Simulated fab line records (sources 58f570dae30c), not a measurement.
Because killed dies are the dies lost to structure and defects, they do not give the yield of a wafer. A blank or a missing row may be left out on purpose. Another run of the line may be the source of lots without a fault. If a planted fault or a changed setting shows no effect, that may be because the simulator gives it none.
Problem report in the 8D (eight disciplines) form, filled by code    flow berkeley_cmos170    the parts of the form that need people (team, actions taken, sign-off) are left out

## 1. WHAT IS WRONG
At UCB170_M3_ETCH_17, bias_w averages 109.04 W over 2 wafers from 2 lots, while fault-free wafers read 100.02 W, standard deviation 0.29. Relative to the usual mean, that is a shift of +31 standard deviations.
The step: etches BARC in N2/H2.
Seen first at day 10 04:24 on rie_diel-04, wafer L585.5. At this step, 42 wafers from 14 lots have a number in the record. By rule, "out" or "out of limits" means more than 4 standard deviations away from the usual mean. The rest of the wafers with a number are treated as sound.

## 2. WHAT IT IS AND WHAT IT IS NOT
question                     is                 is not
which readings at this step  bias_w             drypump_motor_current_A, n2_flow_sccm, oes_product_au, throttle_valve_pct
which lots                   L584, L585         L578, L579, L580, L581, L583, L586, L592, L594, L596, L598, L599, L600
which wafers of those lots   L584.4, L585.5     L584.3, L584.6, L585.1, L585.6
read on which tools          rie_diel-04        rie_diel-01, rie_diel-02
when                         from day 10 04:24  up to then (17 sound wafers); but 23 sound wafers of L584, L586, L592, L594, L596, L598, L599, L600 came after

## 3. SUSPECTS, AND WHAT RULES EACH OUT
Counting: any tool at a process step up to the reading remains a suspect provided it ran every lot that is out. Sound lots after the first of them don't rule it out here, since some wafers of a struck lot are sound.
- rie_diel-04 at UCB170_M3_ETCH_17 (etches BARC in N2/H2): kept. It processed each lot that is out (first: L585, day 10 04:24); up to then, its last sound lot is L583 (day 9 11:10). On those wafers its own readings are out: bias_w.
- Within rie_diel-04 at UCB170_M3_ETCH_17: the wafers that are out ran in chamber 3; their sound lot-mates ran in chambers 0, 1, 2.
Remaining after the count: rie_diel-04 at UCB170_M3_ETCH_17.

## 4. THE CAUSE (what the simulator had put in)
rie_diel-04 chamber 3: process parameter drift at UCB170_M3_ETCH_17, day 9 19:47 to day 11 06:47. A move of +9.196 in setting bias_w, from 100. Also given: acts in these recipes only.
The count eliminated every tool but this one.

## 5. THE CHAIN OF EFFECTS, in route order
Rows list readings where the struck wafers' mean (over those with a number) sits beyond 3 standard deviations from the usual. Scope: only readings with a usual standard deviation given in the record; hours: median across lots of the time from each lot's start at the first step in this table that gives one to its start at this step; sigmas: change in usual standard deviations.
hours  step               reading  usual     on struck wafers  change  sigmas
0      UCB170_M3_ETCH_17  bias_w   100.02 W  109.04            +9.02   +31
The process steps in it:
- UCB170_M3_ETCH_17: etches BARC in N2/H2.

## 6. WHAT WOULD HAVE CAUGHT IT SOONER
In this record the first reading out of limits was taken at day 10 04:24, 9 hours after the fault began at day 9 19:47.
